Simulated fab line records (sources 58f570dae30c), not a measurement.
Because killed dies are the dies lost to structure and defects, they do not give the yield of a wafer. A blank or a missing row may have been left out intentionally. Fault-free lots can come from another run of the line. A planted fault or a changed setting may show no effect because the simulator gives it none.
Split-lot experiment + flow berkeley-cmos170 + 23 wafers read across 5 lots, on a route 331 steps long

== THE SPLIT ITSELF ==
At UCB170_M3_PEB_13, the setting peb-temp-c was moved away from the recipe's 130 C on 10 of the 23 wafers read, by -2.6% to +1.1%. For the rest of the wafers, this setting stayed at what the recipe calls for.

== FROM THE SPLIT TO THE READING: what the file shows between them, 5 steps ==
- UCB170_M3_DEVELOP_14: develop time 45 s
- UCB170_M3_CD_MEAS_15: target cd 700 nm
- UCB170_M3_ETCH_17: etches BARC in N2/H2
- UCB170_M3_METAL_ETCH_18: etches Al in Cl2/BCl3, stops on SiO2, target depth 1170 nm, time 195 s (also split here: icp-w)
- UCB170_M3_STRIP_19: strips in O2

== THE READING ==
cd-nm (nm) at UCB170_M3_CD_MEAS_90, where the cd target is 700 nm. On this fab line, fault-free wafers typically give 702 nm with a standard deviation of 4 nm.

| wafer  | tool, chamber at the split | peb-temp-c as run, C | against the recipe | cd-nm, nm | against lot-mates on the recipe |
|--------|----------------------------|----------------------|--------------------|-----------|---------------------------------|
| L076.2 | litho-track-01, 0          | 130                  | recipe             | 703       | -                               |
| L076.3 | litho-track-01, 0          | 130                  | recipe             | 697       | -                               |
| L076.4 | litho-track-01, 0          | 130                  | recipe             | 703       | -                               |
| L081.1 | litho-track-03, 0          | 130                  | recipe             | 706       | -                               |
| L081.2 | litho-track-03, 0          | 131.4                | +1.1%              | 685       | -16                             |
| L081.3 | litho-track-03, 0          | 130                  | recipe             | 704       | -                               |
| L081.5 | litho-track-03, 0          | 130                  | recipe             | 694       | -                               |
| L081.6 | litho-track-03, 0          | 131.4                | +1.1%              | 696       | -5                              |
| L083.1 | litho-track-04, 0          | 130                  | recipe             | 700       | -                               |
| L083.2 | litho-track-04, 0          | 129                  | -0.8%              | 712       | +10                             |
| L083.3 | litho-track-04, 0          | 129                  | -0.8%              | 715       | +14                             |
| L083.4 | litho-track-04, 0          | 130                  | recipe             | 703       | -                               |
| L083.6 | litho-track-04, 0          | 129                  | -0.8%              | 710       | +8                              |
| L082.1 | litho-track-04, 0          | 131.2                | +0.9%              | 699       | -9                              |
| L082.2 | litho-track-04, 0          | 131.2                | +0.9%              | 697       | -11                             |
| L082.3 | litho-track-04, 0          | 130                  | recipe             | 708       | -                               |
| L082.4 | litho-track-04, 0          | 131.2                | +0.9%              | 698       | -10                             |
| L082.5 | litho-track-04, 0          | 130                  | recipe             | 708       | -                               |
| L084.1 | litho-track-03, 0          | 126.6                | -2.6%              | 727       | +28                             |
| L084.2 | litho-track-03, 0          | 130                  | recipe             | 697       | -                               |
| L084.4 | litho-track-03, 0          | 130                  | recipe             | 698       | -                               |
| L084.5 | litho-track-03, 0          | 126.6                | -2.6%              | 723       | +24                             |
| L084.6 | litho-track-03, 0          | 130                  | recipe             | 702       | -                               |

FIT RESULTS
A straight line over all 23 wafers: cd-nm changes by -8.76 nm for each +1% of peb-temp-c; r = -0.89; the points scatter about the line by 4.4 nm.
The same after taking each lot's own level away (the mean of its wafers on the recipe; 23 wafers): -10.4 nm for each +1%; r = -0.95; scatter 3.3 nm.
The reading moves by 27 nm for the largest change in peb-temp-c, on that fit.
Measured against the standard deviation above, the lots' own levels, which go from 699.0 to 708.0 nm, span 2.2 times it.
So the lot-to-lot level changes the slope: the two fits differ.
Check: with one of the wafers moved furthest among these (-2.6%) left out of the fit, the line predicts +27.1 nm for it against its lot-mates. It came out at +28 nm against them.

== FURTHER SPLITS ON THESE WAFERS ==
Note: prior to the reading, these wafers also went through further splits. Each is held against what the fit with the lots' levels taken away leaves over:
| other split on the same wafers | wafers away from the commonest value | r with cd-nm (lot level and that fit taken away) |
|--------------------------------|--------------------------------------|--------------------------------------------------|
| UCB170_M3_METAL_ETCH_18 icp-w  | 11                                   | -0.52                                            |

== THE WHOLE CHAIN: every reading that the file lists as answering this split, in the file's order ==
| step                 | what it does         | reading                                                   | change (the file's fit)              | r (the file's) |
|----------------------|----------------------|-----------------------------------------------------------|--------------------------------------|----------------|
| UCB170_M3_CD_MEAS_15 | target cd 700 nm     | cd-nm                                                     | -9.13 nm for each +1% of the setting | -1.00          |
| UCB170_M3_ETCH_17    | etches BARC in N2/H2 | M3.cd-nm (the simulator's own value, which no gauge read) | -9.11 nm for each +1% of the setting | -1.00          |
| UCB170_M3_CD_MEAS_90 | target cd 700 nm     | cd-nm                                                     | -10.3 nm for each +1% of the setting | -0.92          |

== FILE'S OWN FIT ==
cd-nm changes by -10.3 nm for each +1% of peb-temp-c, r = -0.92.
